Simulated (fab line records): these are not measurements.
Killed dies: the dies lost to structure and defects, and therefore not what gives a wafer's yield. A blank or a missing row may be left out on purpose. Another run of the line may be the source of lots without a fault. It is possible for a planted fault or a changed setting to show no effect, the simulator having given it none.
The tool behind it: which one? | flow berkeley_cmos170 | 14 lots with 42 wafers sampled at 4 steps, on a route of 331 steps

WHAT THE GAUGES SHOWED, per wafer
UCB170_SCREENOX_THK_MEAS_02. Usual: SCREENOX_OXIDE_THK typically reads 14.38 nm, with standard deviation 0.24.
lot  | measured    | on            | SCREENOX_OXIDE_THK (nm) | flag
L163 | day 4 23:19 | film_metro-02 | 14.66 14.38 14.19       |
L164 | day 5 08:11 | film_metro-03 | 14.54 14.57 14.46       |
L165 | day 5 20:20 | film_metro-02 | 14.26 14.54 14.41       |
L166 | day 5 20:20 | film_metro-04 | 14.41 14.61 14.50       |
L169 | day 6 01:39 | film_metro-02 | 14.25 14.39 14.45       |
L173 | day 7 01:28 | film_metro-03 | 14.35 14.35 14.50       |
L174 | day 7 08:21 | film_metro-03 | 14.93 14.75 14.78       |
L175 | day 7 08:25 | film_metro-02 | 14.33 14.25 14.53       |
L178 | day 8 01:06 | film_metro-02 | 14.46 14.34 14.20       |
L177 | day 8 01:07 | film_metro-03 | 14.70 14.90 14.85       |
L179 | day 8 11:45 | film_metro-03 | 14.51 14.71 14.67       |
L181 | day 9 00:07 | film_metro-03 | 14.15 14.23 14.26       |
L182 | day 9 08:00 | film_metro-02 | 14.54 14.59 14.62       |
L184 | day 9 14:02 | film_metro-04 | 14.07 13.99 13.97       |

UCB170_PSD_CD_MEAS_06: the cd target is 1200 nm. Usual: cd_nm 1200.2 nm, standard deviation 1.4.
lot  | measured     | on        | cd_nm (nm)           | flag
L163 | day 5 23:40  | cd_sem-02 | 1202.0 1202.0 1201.9 |
L164 | day 6 14:59  | cd_sem-01 | 1201.0 1202.4 1202.0 |
L165 | day 7 03:32  | cd_sem-01 | 1200.0 1200.2 1199.3 |
L166 | day 7 02:58  | cd_sem-02 | 1201.2 1201.9 1201.3 |
L169 | day 7 02:31  | cd_sem-01 | 1199.4 1200.0 1200.5 |
L173 | day 8 04:02  | cd_sem-01 | 1197.8 1198.1 1198.2 |
L174 | day 8 13:31  | cd_sem-02 | 1198.9 1197.6 1196.5 |
L175 | day 8 13:49  | cd_sem-02 | 1201.0 1200.2 1200.9 |
L178 | day 9 06:46  | cd_sem-01 | 1200.2 1198.4 1199.1 |
L177 | day 9 06:37  | cd_sem-01 | 1199.0 1200.2 1199.7 |
L179 | day 9 18:01  | cd_sem-01 | 1200.5 1199.3 1200.4 |
L181 | day 10 05:47 | cd_sem-02 | 1201.5 1199.6 1201.7 |
L182 | day 10 17:19 | cd_sem-02 | 1201.1 1201.0 1200.2 |
L184 | day 10 17:34 | cd_sem-02 | 1199.0 1200.4 1199.3 |

WHICH TOOL RAN EACH LOT (tool, then ch and the chambers of the sampled wafers, then the start)
lot  | UCB170_GATE_STRIP_16                 | UCB170_SPACER_ETCHBACK_03
L163 | plasma_asher-03 ch 0,1, day 5 16:17  | rie_diel-03 ch 0,1,2, day 5 22:24
L164 | plasma_asher-04 ch 1, day 6 02:18    | rie_diel-01 ch 2,3, day 6 13:15
L165 | plasma_asher-01 ch 0,1, day 6 15:23  | rie_diel-02 ch 0,1,2, day 7 01:12
L166 | plasma_asher-04 ch 0,1, day 6 15:30  | rie_diel-01 ch 2,3, day 7 01:12
L169 | plasma_asher-04 ch 0, day 6 17:37    | rie_diel-03 ch 0,1,2, day 7 01:12
L173 | plasma_asher-03 ch 0,1, day 7 18:47  | rie_diel-03 ch 0,1,2, day 8 02:43
L174 | plasma_asher-03 ch 0,1, day 8 02:42  | rie_diel-02 ch 2,3, day 8 12:25
L175 | plasma_asher-04 ch 0,1, day 8 02:28  | rie_diel-03 ch 1,2, day 8 12:25
L178 | plasma_asher-01 ch 0,1, day 8 19:43  | rie_diel-01 ch 0,1,3, day 9 05:28
L177 | plasma_asher-04 ch 0,1, day 8 19:30  | rie_diel-02 ch 0,2,3, day 9 05:30
L179 | plasma_asher-01 ch 0,1, day 9 07:40  | rie_diel-01 ch 0,1,2, day 9 16:36
L181 | plasma_asher-04 ch 0,1, day 9 17:58  | rie_diel-01 ch 0,2, day 10 04:22
L182 | plasma_asher-01 ch 0,1, day 10 03:38 | rie_diel-01 ch 0,1,2, day 10 16:24
L184 | plasma_asher-04 ch 0,1, day 10 10:34 | rie_diel-02 ch 0,3, day 10 16:24
- UCB170_GATE_STRIP_16: strips in O2.
- UCB170_SPACER_ETCHBACK_03: etches SiO2 in CHF3/CF4/Ar, stops on Si, target depth 376 nm, time 100 s.

AS READ BY THE TOOLS THEMSELVES (means over the sampled wafers that have a number; for cases with no such wafer, the mark the record gives instead)
UCB170_GATE_STRIP_16. Usual: drypump_motor_current_A 5.5 A, standard deviation 0.46; oes_product_au 0.724 a.u., standard deviation 0.0046.
lot  | tool            | drypump_motor_current_A (A) | oes_product_au (a.u.) | flag
L163 | plasma_asher-03 | 5.9                         | 0.722                 |
L164 | plasma_asher-04 | 5.7                         | 0.719                 |
L165 | plasma_asher-01 | 5.3                         | 0.724                 |
L166 | plasma_asher-04 | 5.4                         | 0.724                 |
L169 | plasma_asher-04 | 5.3                         | 0.725                 |
L173 | plasma_asher-03 | 5.5                         | 0.730                 |
L174 | plasma_asher-03 | 5.9                         | 0.725                 |
L175 | plasma_asher-04 | 5.4                         | 0.724                 |
L178 | plasma_asher-01 | 5.3                         | 0.731                 |
L177 | plasma_asher-04 | 5.6                         | 0.725                 |
L179 | plasma_asher-01 | 5.0                         | 0.724                 |
L181 | plasma_asher-04 | 5.4                         | 0.725                 |
L182 | plasma_asher-01 | 5.0                         | 0.726                 |
L184 | plasma_asher-04 | 5.4                         | 0.720                 |

UCB170_SPACER_ETCHBACK_03. Usual: drypump_motor_current_A 5.8 A, standard deviation 0.47; oes_product_au 0.901 a.u., standard deviation 0.017; rf_fwd_power_W 497.1 W, standard deviation 1.6; run_length_s 128.5 s, standard deviation 0.4; throttle_valve_pct 6.48 %, standard deviation 0.11.
lot  | tool        | drypump_motor_current_A (A) | oes_product_au (a.u.) | rf_fwd_power_W (W) | run_length_s (s) | throttle_valve_pct (%) | flag
L163 | rie_diel-03 | 6.1                         | 0.900                 | 496.2              | 128.4            | 6.58                   |
L164 | rie_diel-01 | 5.5                         | 0.910                 | 496.4              | 128.3            | 6.50                   |
L165 | rie_diel-02 | 5.6                         | 0.897                 | 495.5              | 128.3            | 6.42                   |
L166 | rie_diel-01 | 5.7                         | 0.913                 | 496.4              | 128.6            | 6.48                   |
L169 | rie_diel-03 | 6.1                         | 0.894                 | 498.9              | 128.5            | 6.59                   |
L173 | rie_diel-03 | 6.0                         | 0.753                 | 496.9              | 156.4            | 6.57                   | OFF
L174 | rie_diel-02 | 6.4                         | 0.881                 | 499.0              | 128.4            | 6.39                   |
L175 | rie_diel-03 | 6.3                         | 0.758                 | 496.8              | 156.5            | 6.61                   | OFF
L178 | rie_diel-01 | 5.8                         | 0.897                 | 497.4              | 128.7            | 6.40                   |
L177 | rie_diel-02 | 5.8                         | 0.905                 | 498.5              | 128.2            | 6.42                   |
L179 | rie_diel-01 | 5.6                         | 0.902                 | 497.5              | 128.4            | 6.43                   |
L181 | rie_diel-01 | 5.5                         | 0.910                 | 495.6              | 128.2            | 6.40                   |
L182 | rie_diel-01 | 5.6                         | 0.901                 | 496.4              | 128.4            | 6.43                   |
L184 | rie_diel-02 | 5.3                         | 0.921                 | 496.6              | 128.7            | 6.45                   |

THE ANSWER, worked out from the rows above alone
Rule: take the mean of a lot's wafers that have a number; if it is more than 3 standard deviations from the usual mean, the lot is off. A lot without any number at a reading at which 4 lots or more have one is off too. The other lots that the step has rows for count as sound. The gauges are gone through in route order, then the tools' own readings, and for those a lot's mean is taken as printed above. The first step at which some lot is off is used, and at that step the reading that is off furthest; a lot without a number counts as furthest.
Off: L173, L175, at UCB170_SPACER_ETCHBACK_03 (run_length_s).
If a tool, at that step or one of the process steps before it, ran each lot that is off and ran no sound lot following the first of them, it fits. One fits: rie_diel-03 at UCB170_SPACER_ETCHBACK_03. A fault onset in the window from L169 (day 7 01:12, its last sound lot) to L173 (day 8 02:43, its first lot off) fits.
The tool's own readings at UCB170_SPACER_ETCHBACK_03 bear it out: on the lots that are off they differ by more than 5 times the standard deviation of the sound lots' means. oes_product_au reads 0.756 a.u. there against 0.903 a.u. on the sound lots; run_length_s reads 156.4 s there against 128.4 s on the sound lots.

WHAT THE SIMULATOR PUT IN
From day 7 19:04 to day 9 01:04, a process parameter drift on rie_diel-03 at UCB170_SPACER_ETCHBACK_03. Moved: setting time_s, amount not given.
Shown lots that were struck: L173, L175. The rule above found the same.
